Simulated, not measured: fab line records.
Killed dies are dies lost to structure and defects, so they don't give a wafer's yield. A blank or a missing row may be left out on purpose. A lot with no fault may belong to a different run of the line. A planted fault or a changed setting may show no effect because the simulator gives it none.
Chamber matching || flow berkeleyCmos170 || UCB170_GATE_ETCH_15 on rieSi-01: 3 sister chambers
The step etches poly-Si in HBr/Cl2, stops on SiO2, time 56.3 s, target depth 278.2 nm. 14 wafers are shown with their chamber, then 6 later ones without.

## WAFERS, EACH WITH ITS CHAMBER
{"wafer": "L366.2", "chamber": 0, "drypumpMotorCurrentA (A)": 6.5, "oesProductAu (a.u.)": 0.845, "throttleValvePct (%)": 26.46}
{"wafer": "L366.3", "chamber": 1, "drypumpMotorCurrentA (A)": 5.7, "oesProductAu (a.u.)": 0.836, "throttleValvePct (%)": 26.37}
{"wafer": "L366.4", "chamber": 0, "drypumpMotorCurrentA (A)": 6.4, "oesProductAu (a.u.)": 0.849, "throttleValvePct (%)": 26.42}
{"wafer": "L369.2", "chamber": 1, "drypumpMotorCurrentA (A)": 5.7, "oesProductAu (a.u.)": 0.830, "throttleValvePct (%)": 26.40}
{"wafer": "L369.3", "chamber": 2, "drypumpMotorCurrentA (A)": 5.5, "oesProductAu (a.u.)": 0.833, "throttleValvePct (%)": 26.41}
{"wafer": "L369.5", "chamber": 0, "drypumpMotorCurrentA (A)": 6.5, "oesProductAu (a.u.)": 0.850, "throttleValvePct (%)": 26.44}
{"wafer": "L371.1", "chamber": 0, "drypumpMotorCurrentA (A)": 6.5, "oesProductAu (a.u.)": 0.850, "throttleValvePct (%)": 26.42}
{"wafer": "L371.3", "chamber": 1, "drypumpMotorCurrentA (A)": 5.6, "oesProductAu (a.u.)": 0.830, "throttleValvePct (%)": 26.38}
{"wafer": "L371.4", "chamber": 1, "drypumpMotorCurrentA (A)": 5.7, "oesProductAu (a.u.)": 0.832, "throttleValvePct (%)": 26.37}
{"wafer": "L373.2", "chamber": 0, "drypumpMotorCurrentA (A)": 6.5, "oesProductAu (a.u.)": 0.849, "throttleValvePct (%)": 26.42}
{"wafer": "L373.3", "chamber": 2, "drypumpMotorCurrentA (A)": 5.5, "oesProductAu (a.u.)": 0.830, "throttleValvePct (%)": 26.43}
{"wafer": "L373.4", "chamber": 1, "drypumpMotorCurrentA (A)": 5.7, "oesProductAu (a.u.)": 0.842, "throttleValvePct (%)": 26.40}
{"wafer": "L379.2", "chamber": 1, "drypumpMotorCurrentA (A)": 5.7, "oesProductAu (a.u.)": 0.841, "throttleValvePct (%)": 26.37}
{"wafer": "L379.3", "chamber": 0, "drypumpMotorCurrentA (A)": 6.5, "oesProductAu (a.u.)": 0.853, "throttleValvePct (%)": 26.44}

SIGNATURES (averages over the wafers above)
{"reading": "drypumpMotorCurrentA", "chamber 0": 6.483, "chamber 1": 5.683, "chamber 2": 5.500, "scatter within a chamber": 0.0389}
{"reading": "oesProductAu", "chamber 0": 0.84933, "chamber 1": 0.83517, "chamber 2": 0.83150, "scatter within a chamber": 0.00408}
{"reading": "throttleValvePct", "chamber 0": 26.4333, "chamber 1": 26.3817, "chamber 2": 26.4200, "scatter within a chamber": 0.0154}
Rule: distance of a wafer from a chamber = root of the sum over the readings of ((wafer's reading minus chamber's mean) / reading's scatter) squared. The wafer belongs to the nearest chamber; if the next one is less than 2 further off, it can't be placed. How the scatter is found: for the shown wafers, subtract from each reading the mean of its chamber, square and add these, divide the total by (wafers less chambers), then take the root.

## WAFERS WITH NO CHAMBER GIVEN
{"wafer": "L379.5", "drypumpMotorCurrentA (A)": 5.7, "oesProductAu (a.u.)": 0.840, "throttleValvePct (%)": 26.37}
{"wafer": "L383.3", "drypumpMotorCurrentA (A)": 5.6, "oesProductAu (a.u.)": 0.826, "throttleValvePct (%)": 26.41}
{"wafer": "L383.4", "drypumpMotorCurrentA (A)": 5.7, "oesProductAu (a.u.)": 0.825, "throttleValvePct (%)": 26.37}
{"wafer": "L383.5", "drypumpMotorCurrentA (A)": 6.5, "oesProductAu (a.u.)": 0.847, "throttleValvePct (%)": 26.45}
{"wafer": "L385.2", "drypumpMotorCurrentA (A)": 5.5, "oesProductAu (a.u.)": 0.816, "throttleValvePct (%)": 26.41}
{"wafer": "L385.3", "drypumpMotorCurrentA (A)": 5.7, "oesProductAu (a.u.)": 0.825, "throttleValvePct (%)": 26.38}

## THE CHAMBER EACH PASSED THROUGH
{"wafer": "L379.5", "from the rows above": 1, "in truth": 1}
{"wafer": "L383.3", "from the rows above": "can't be placed: 2 or 1", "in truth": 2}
{"wafer": "L383.4", "from the rows above": 1, "in truth": 1}
{"wafer": "L383.5", "from the rows above": 0, "in truth": 0}
{"wafer": "L385.2", "from the rows above": 2, "in truth": 2}
{"wafer": "L385.3", "from the rows above": 1, "in truth": 1}
Placed correctly: 5 of 6. From these rows, 1 cannot be placed; in 1 the true chamber is one of the candidates. Placed wrongly: 0.
